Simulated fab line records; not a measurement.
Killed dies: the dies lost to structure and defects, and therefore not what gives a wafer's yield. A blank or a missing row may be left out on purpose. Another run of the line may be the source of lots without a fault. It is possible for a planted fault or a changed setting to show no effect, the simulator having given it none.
The tool behind it: which one? + flow berkeley_cmos170 + 14 lots with 42 wafers sampled at 6 steps, on a route of 331 steps

== WHAT EACH GAUGE READ, for each wafer ==
UCB170_START_BOW_MEAS_00. Usual: INCOMING_BOW gives -1 um (standard deviation 6.7).
| lot  | measured    | on            | INCOMING_BOW (um) | flag |
|------|-------------|---------------|-------------------|------|
| L976 | day 1 15:02 | film_metro-03 | -3 2 -2           |      |
| L977 | day 1 20:01 | film_metro-04 | 8 -5 5            |      |
| L979 | day 2 06:00 | film_metro-02 | -9 -13 -1         |      |
| L980 | day 2 11:00 | film_metro-03 | -1 -2 -6          |      |
| L981 | day 2 16:01 | film_metro-02 | 2 -9 -2           |      |
| L982 | day 2 21:00 | film_metro-04 | 0 -2 -6           |      |
| L991 | day 4 18:01 | film_metro-02 | 3 -7 6            |      |
| L992 | day 4 23:00 | film_metro-04 | 1 8 3             |      |
| L993 | day 5 04:02 | film_metro-02 | -14 0 11          |      |
| L994 | day 5 09:01 | film_metro-03 | -5 7 -5           |      |
| L995 | day 5 14:00 | film_metro-04 | -6 -15 5          |      |
| L996 | day 5 19:00 | film_metro-04 | -19 -1 5          |      |
| L997 | day 6 00:02 | film_metro-03 | 17 -7 -7          |      |
| L998 | day 6 05:04 | film_metro-04 | 1 -5 -4           |      |

UCB170_NWELL_THK_MEAS_05. Usual: NWELL_NITRIDE_THK gives 224.1 nm (standard deviation 1.9).
| lot  | measured    | on            | NWELL_NITRIDE_THK (nm) | flag |
|------|-------------|---------------|------------------------|------|
| L976 | day 2 10:20 | film_metro-01 | 225.2 226.3 226.5      |      |
| L977 | day 2 14:22 | film_metro-03 | 222.5 224.0 224.5      |      |
| L979 | day 2 23:19 | film_metro-01 | 224.8 221.7 222.7      |      |
| L980 | day 3 00:31 | film_metro-01 | 221.5 222.0 219.5      |      |
| L981 | day 3 11:44 | film_metro-02 | 222.3 222.6 222.5      |      |
| L982 | day 3 13:44 | film_metro-01 | 226.7 224.8 227.6      |      |
| L991 | day 5 15:25 | film_metro-01 | 224.3 221.2 221.3      |      |
| L992 | day 5 15:25 | film_metro-02 | 225.2 225.5 225.9      |      |
| L993 | day 5 22:16 | film_metro-01 | 221.5 221.3 221.0      |      |
| L994 | day 6 05:22 | film_metro-02 | 222.4 221.7 224.0      |      |
| L995 | day 6 09:52 | film_metro-01 | 223.8 224.7 223.1      |      |
| L996 | day 6 15:41 | film_metro-02 | 222.7 223.1 222.1      |      |
| L997 | day 6 17:53 | film_metro-03 | 222.0 222.3 223.0      |      |
| L998 | day 7 02:20 | film_metro-02 | 223.8 223.2 224.3      |      |

UCB170_ACTIVE_CD_MEAS_90: target cd 1200 nm. Usual: cd_nm at 1200.3 nm, with a standard deviation of 1.3.
| lot  | measured    | on        | cd_nm (nm)           | flag |
|------|-------------|-----------|----------------------|------|
| L976 | day 4 13:55 | cd_sem-02 | 1200.3 1200.6 1200.3 |      |
| L977 | day 4 13:52 | cd_sem-01 | 1202.9 1201.4 1201.2 |      |
| L979 | day 4 19:02 | cd_sem-01 | 1197.9 1198.0 1198.5 |      |
| L980 | day 4 19:17 | cd_sem-01 | 1198.9 1199.1 1200.1 |      |
| L981 | day 5 08:40 | cd_sem-02 | - - -                | OFF  |
| L982 | day 5 08:28 | cd_sem-02 | - - -                | OFF  |
| L991 | day 8 01:40 | cd_sem-02 | 1200.1 1199.8 1200.4 |      |
| L992 | day 7 19:05 | cd_sem-01 | 1199.7 1199.5 1200.2 |      |
| L993 | day 8 01:55 | cd_sem-02 | 1200.2 1200.4 1201.6 |      |
| L994 | day 8 11:16 | cd_sem-02 | 1200.2 1201.4 1200.3 |      |
| L995 | day 8 16:43 | cd_sem-02 | 1200.5 1200.0 1201.3 |      |
| L996 | day 8 23:13 | cd_sem-02 | 1199.0 1200.2 1200.7 |      |
| L997 | day 8 23:30 | cd_sem-01 | 1198.7 1199.1 1199.8 |      |
| L998 | day 9 13:16 | cd_sem-01 | 1200.4 1199.4 1200.0 |      |

UCB170_FIELD_THK_MEAS_91. Usual: FIELD_OXIDE_LEFT_2_THK gives 359 nm (standard deviation 9.8).
| lot  | measured     | on            | FIELD_OXIDE_LEFT_2_THK (nm) | flag |
|------|--------------|---------------|-----------------------------|------|
| L976 | day 5 22:11  | film_metro-04 | 369 369 372                 |      |
| L977 | day 5 22:10  | film_metro-01 | 352 352 363                 |      |
| L979 | day 6 00:25  | film_metro-04 | 355 362 357                 |      |
| L980 | day 6 00:40  | film_metro-01 | 368 366 369                 |      |
| L991 | day 9 13:04  | film_metro-03 | 369 358 365                 |      |
| L992 | day 9 12:59  | film_metro-01 | 356 353 360                 |      |
| L993 | day 9 13:18  | film_metro-03 | 368 366 352                 |      |
| L994 | day 10 00:07 | film_metro-04 | 351 351 346                 |      |
| L995 | day 9 23:47  | film_metro-03 | 356 360 363                 |      |
| L996 | day 10 09:36 | film_metro-01 | 357 352 362                 |      |
| L997 | day 10 09:53 | film_metro-01 | 369 364 357                 |      |
| L998 | day 11 05:06 | film_metro-01 | 358 370 359                 |      |

== WHAT TOOL EACH LOT RAN ON (gives the tool, then ch and the chambers of the sampled wafers, and finally the start) ==
| lot  | UCB170_ACTIVE_ETCH_15             | UCB170_ACTIVE_STRIP_16              |
|------|-----------------------------------|-------------------------------------|
| L976 | rie_diel-01 ch 1,2,3, day 4 13:38 | plasma_asher-03 ch 0,1, day 4 13:47 |
| L977 | rie_diel-04 ch 1,2, day 4 13:32   | plasma_asher-02 ch 0,1, day 4 13:38 |
| L979 | rie_diel-04 ch 1,3, day 4 18:50   | plasma_asher-02 ch 0, day 4 18:56   |
| L980 | rie_diel-01 ch 0,3, day 4 19:05   | plasma_asher-03 ch 0,1, day 4 19:11 |
| L981 | rie_diel-03 ch 1,2,3, day 5 08:26 | plasma_asher-02 ch 0,1, day 5 08:32 |
| L982 | rie_diel-01 ch 2,3, day 5 08:16   | plasma_asher-01 ch 0,1, day 5 08:22 |
| L991 | rie_diel-04 ch 0,1,2, day 8 01:17 | plasma_asher-01 ch 0,1, day 8 01:23 |
| L992 | rie_diel-03 ch 0,1,2, day 7 18:53 | plasma_asher-02 ch 0,1, day 7 18:59 |
| L993 | rie_diel-03 ch 0,3, day 8 01:34   | plasma_asher-03 ch 0,1, day 8 01:41 |
| L994 | rie_diel-01 ch 0,2,3, day 8 11:03 | plasma_asher-01 ch 1, day 8 11:09   |
| L995 | rie_diel-01 ch 0,1,2, day 8 16:31 | plasma_asher-03 ch 0,1, day 8 16:37 |
| L996 | rie_diel-03 ch 0,1, day 8 22:59   | plasma_asher-02 ch 0,1, day 8 23:05 |
| L997 | rie_diel-04 ch 0,2,3, day 8 23:15 | plasma_asher-01 ch 0,1, day 8 23:23 |
| L998 | rie_diel-04 ch 0,1,3, day 9 13:00 | plasma_asher-01 ch 0,1, day 9 13:08 |
- UCB170_ACTIVE_ETCH_15: etches Si3N4 in CH3F/Ar/O2, stops on SiO2, target depth 242 nm, time 151 s.
- UCB170_ACTIVE_STRIP_16: strips in O2.

== AS READ BY THE TOOLS THEMSELVES (means over the sampled wafers that have a number; for cases with no such wafer, the mark the record gives instead) ==
UCB170_ACTIVE_ETCH_15. Usual: CH3F_flow_sccm 20.00 sccm, standard deviation 0.059; O2_flow_sccm 7.003 sccm, standard deviation 0.019; drypump_motor_current_A 5.6 A, standard deviation 0.52; oes_product_au 0.938 a.u., standard deviation 0.015; throttle_valve_pct 8.00 %, standard deviation 0.14.
| lot  | tool        | CH3F_flow_sccm (sccm) | O2_flow_sccm (sccm) | drypump_motor_current_A (A) | oes_product_au (a.u.) | throttle_valve_pct (%) | flag |
|------|-------------|-----------------------|---------------------|-----------------------------|-----------------------|------------------------|------|
| L976 | rie_diel-01 | 19.93                 | 6.995               | 5.3                         | 0.947                 | 8.04                   |      |
| L977 | rie_diel-04 | 20.06                 | 7.028               | 6.3                         | 0.945                 | 7.86                   |      |
| L979 | rie_diel-04 | 20.00                 | 7.007               | 5.8                         | 0.934                 | 8.06                   |      |
| L980 | rie_diel-01 | 20.01                 | 7.019               | 5.6                         | 0.942                 | 7.94                   |      |
| L981 | rie_diel-03 | -                     | -                   | -                           | -                     | -                      | OFF  |
| L982 | rie_diel-01 | -                     | -                   | -                           | -                     | -                      | OFF  |
| L991 | rie_diel-04 | 19.98                 | 6.998               | 6.2                         | 0.944                 | 7.93                   |      |
| L992 | rie_diel-03 | 19.98                 | 6.977               | 5.5                         | 0.938                 | 7.92                   |      |
| L993 | rie_diel-03 | 20.03                 | 6.999               | 5.2                         | 0.926                 | 7.91                   |      |
| L994 | rie_diel-01 | 19.88                 | 7.014               | 5.8                         | 0.942                 | 8.05                   |      |
| L995 | rie_diel-01 | 20.01                 | 7.013               | 5.7                         | 0.944                 | 8.20                   |      |
| L996 | rie_diel-03 | 20.07                 | 7.000               | 5.2                         | 0.929                 | 7.94                   |      |
| L997 | rie_diel-04 | 19.90                 | 7.004               | 5.9                         | 0.947                 | 8.03                   |      |
| L998 | rie_diel-04 | 19.98                 | 6.997               | 6.0                         | 0.934                 | 8.03                   |      |

UCB170_ACTIVE_STRIP_16. Usual: drypump_motor_current_A 5.6 A, standard deviation 0.59; o2_flow_sccm 400.2 sccm, standard deviation 1.5; oes_product_au 0.721 a.u., standard deviation 0.0042; strip_time_to_endpoint_s 18.12 s, standard deviation 0.11.
| lot  | tool            | drypump_motor_current_A (A) | o2_flow_sccm (sccm) | oes_product_au (a.u.) | strip_time_to_endpoint_s (s) | flag |
|------|-----------------|-----------------------------|---------------------|-----------------------|------------------------------|------|
| L976 | plasma_asher-03 | 6.0                         | 400.8               | 0.724                 | 18.06                        |      |
| L977 | plasma_asher-02 | 5.7                         | 398.6               | 0.721                 | 18.14                        |      |
| L979 | plasma_asher-02 | 5.3                         | 398.1               | 0.722                 | 18.29                        |      |
| L980 | plasma_asher-03 | 6.0                         | 400.5               | 0.719                 | 18.12                        |      |
| L981 | plasma_asher-02 | 5.7                         | 399.1               | 0.736                 | 21.71                        | OFF  |
| L982 | plasma_asher-01 | 5.0                         | 400.9               | 0.734                 | 21.64                        | OFF  |
| L991 | plasma_asher-01 | 4.9                         | 400.8               | 0.722                 | 18.17                        |      |
| L992 | plasma_asher-02 | 5.7                         | 400.6               | 0.725                 | 18.14                        |      |
| L993 | plasma_asher-03 | 6.0                         | 399.7               | 0.720                 | 18.13                        |      |
| L994 | plasma_asher-01 | 4.9                         | 400.2               | 0.722                 | 18.10                        |      |
| L995 | plasma_asher-03 | 5.8                         | 400.6               | 0.717                 | 17.99                        |      |
| L996 | plasma_asher-02 | 6.1                         | 399.0               | 0.719                 | 18.09                        |      |
| L997 | plasma_asher-01 | 5.0                         | 401.4               | 0.722                 | 18.28                        |      |
| L998 | plasma_asher-01 | 5.0                         | 399.5               | 0.722                 | 18.08                        |      |

== THE ANSWER, worked out from the rows above alone ==
Rule: take the mean of a lot's wafers that have a number; if it is more than 3 standard deviations from the usual mean, the lot is off. A lot without any number at a reading at which 4 lots or more have one is off too. All remaining lots with rows at the step are treated as sound. The gauges are gone through in route order, then the tools' own readings, and for those a lot's mean is taken as printed above. At the first step where some lot is off, the reading lying furthest off is the one used; lots without a number count as furthest.
Off: L981, L982, at UCB170_ACTIVE_CD_MEAS_90 (cd_nm). Without a number there: L981, L982.
If a tool, at a process step before that reading, ran all the lots that are off and no sound lot after the first of them, it fits. The gauges at UCB170_ACTIVE_CD_MEAS_90 aren't tried: what is off there is off at UCB170_ACTIVE_ETCH_15 too, on other tools, and a gauge's error can't cause that. None of those tried fits.

== WHAT THE SIMULATOR PUT IN ==
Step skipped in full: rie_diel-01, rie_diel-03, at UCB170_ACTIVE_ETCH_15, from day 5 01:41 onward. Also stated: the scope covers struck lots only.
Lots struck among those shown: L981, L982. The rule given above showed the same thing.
